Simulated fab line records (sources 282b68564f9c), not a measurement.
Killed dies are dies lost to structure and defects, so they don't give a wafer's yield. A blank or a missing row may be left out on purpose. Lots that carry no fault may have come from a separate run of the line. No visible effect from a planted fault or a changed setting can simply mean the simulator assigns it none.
Check of tool commonality	flow rit_cmos	14 lots, 42 wafers sampled

== THE REASON FOR OPENING IT ==
At RIT_SDANNEAL_RS_MEAS_04 the reading PSD_RS is flagged on 2 of 14 lots. Fault-free wafers read 115.92 ohm/sq, with a standard deviation of 0.26.
Rule: a lot is flagged when every wafer of it that has a number lies more than 4 standard deviations from that mean, or none has a number. As for the other lots, they are considered sound.

lot	measured	on	PSD_RS (ohm/sq), wafer by wafer	flag
L896	day 3 00:42	film_metro-03	116.55 116.03 116.08	
L898	day 3 12:55	film_metro-03	116.32 116.03 116.32	
L900	day 4 01:11	film_metro-02	115.88 116.12 115.98	
L901	day 4 03:33	film_metro-02	113.65 113.64 113.80	FLAGGED
L902	day 4 06:30	film_metro-02	116.20 116.44 115.53	
L903	day 4 13:32	film_metro-02	113.90 113.76 113.91	FLAGGED
L908	day 5 16:33	film_metro-02	115.62 115.66 115.67	
L910	day 6 00:22	film_metro-02	115.89 115.74 115.91	
L912	day 6 14:40	film_metro-02	116.04 115.95 115.97	
L914	day 7 00:41	film_metro-03	115.94 115.58 115.50	
L915	day 7 07:19	film_metro-02	116.16 116.25 116.13	
L916	day 7 10:39	film_metro-03	115.84 115.78 116.04	
L917	day 7 19:38	film_metro-03	116.29 116.07 115.94	
L919	day 8 08:52	film_metro-02	115.80 115.71 115.86	
The mean of the flagged lots' numbers is 113.78 ohm/sq, -2.14 ohm/sq from the usual (-8 standard deviations).

== WHICH TOOL RAN EACH LOT ==
The record holds 1 process step before the reading, out of a route of 202 steps. Read each cell as the tool, then ch plus the chambers that the sampled wafers visited, then the start.
lot	flag	RIT_SDANNEAL_RTA_03
L896		rtp_anneal-02 ch 0, day 3 00:37
L898		rtp_anneal-02 ch 0, day 3 12:52
L900		rtp_anneal-02 ch 0, day 4 01:07
L901	FLAGGED	rtp_anneal-01 ch 0, day 4 03:28
L902		rtp_anneal-02 ch 0, day 4 06:26
L903	FLAGGED	rtp_anneal-01 ch 0, day 4 13:29
L908		rtp_anneal-02 ch 0, day 5 16:28
L910		rtp_anneal-02 ch 0, day 6 00:19
L912		rtp_anneal-02 ch 0, day 6 14:35
L914		rtp_anneal-02 ch 0, day 7 00:37
L915		rtp_anneal-01 ch 0, day 7 07:16
L916		rtp_anneal-02 ch 0, day 7 10:35
L917		rtp_anneal-01 ch 0, day 7 19:34
L919		rtp_anneal-01 ch 0, day 8 08:47
What the steps here do:
- RIT_SDANNEAL_RTA_03: time 5 s.
- RIT_SDANNEAL_RS_MEAS_04: measures by four-point-probe.

== FLAGGED OVER TOTAL, TOOL BY TOOL (the gauges that took the reading come last) ==
step	tool	lots run	flagged	share of the flagged lots	sound lots run after its first flagged lot
RIT_SDANNEAL_RTA_03	rtp_anneal-01	5	2	all	3 (L915,L917,L919)
RIT_SDANNEAL_RTA_03	rtp_anneal-02	9	0	none	-
RIT_SDANNEAL_RS_MEAS_04	film_metro-02	9	2	all	6 (L902,L908,L910,L912,L915,L919)
RIT_SDANNEAL_RS_MEAS_04	film_metro-03	5	0	none	-

== WHAT THE TABLE ALLOWS ==
In 2 table rows, all flagged lots were run: rtp_anneal-01 (RIT_SDANNEAL_RTA_03), film_metro-02 (RIT_SDANNEAL_RS_MEAS_04).
- rtp_anneal-01 at RIT_SDANNEAL_RTA_03 ran 5 lots, 2 of them flagged. Sound lots ran on it after the first flagged one (L915, L917, L919), which a lasting fault on the whole tool wouldn't allow.
- film_metro-02 at RIT_SDANNEAL_RS_MEAS_04 ran 9 lots, 2 of them flagged. Sound lots ran on it after the first flagged one (L902, L908, L910, L912, L915, L919), which a lasting fault on the whole tool wouldn't allow.
No row of the table ran every flagged lot and no sound lot after the first.

== WHAT THE SIMULATOR PUT IN ==
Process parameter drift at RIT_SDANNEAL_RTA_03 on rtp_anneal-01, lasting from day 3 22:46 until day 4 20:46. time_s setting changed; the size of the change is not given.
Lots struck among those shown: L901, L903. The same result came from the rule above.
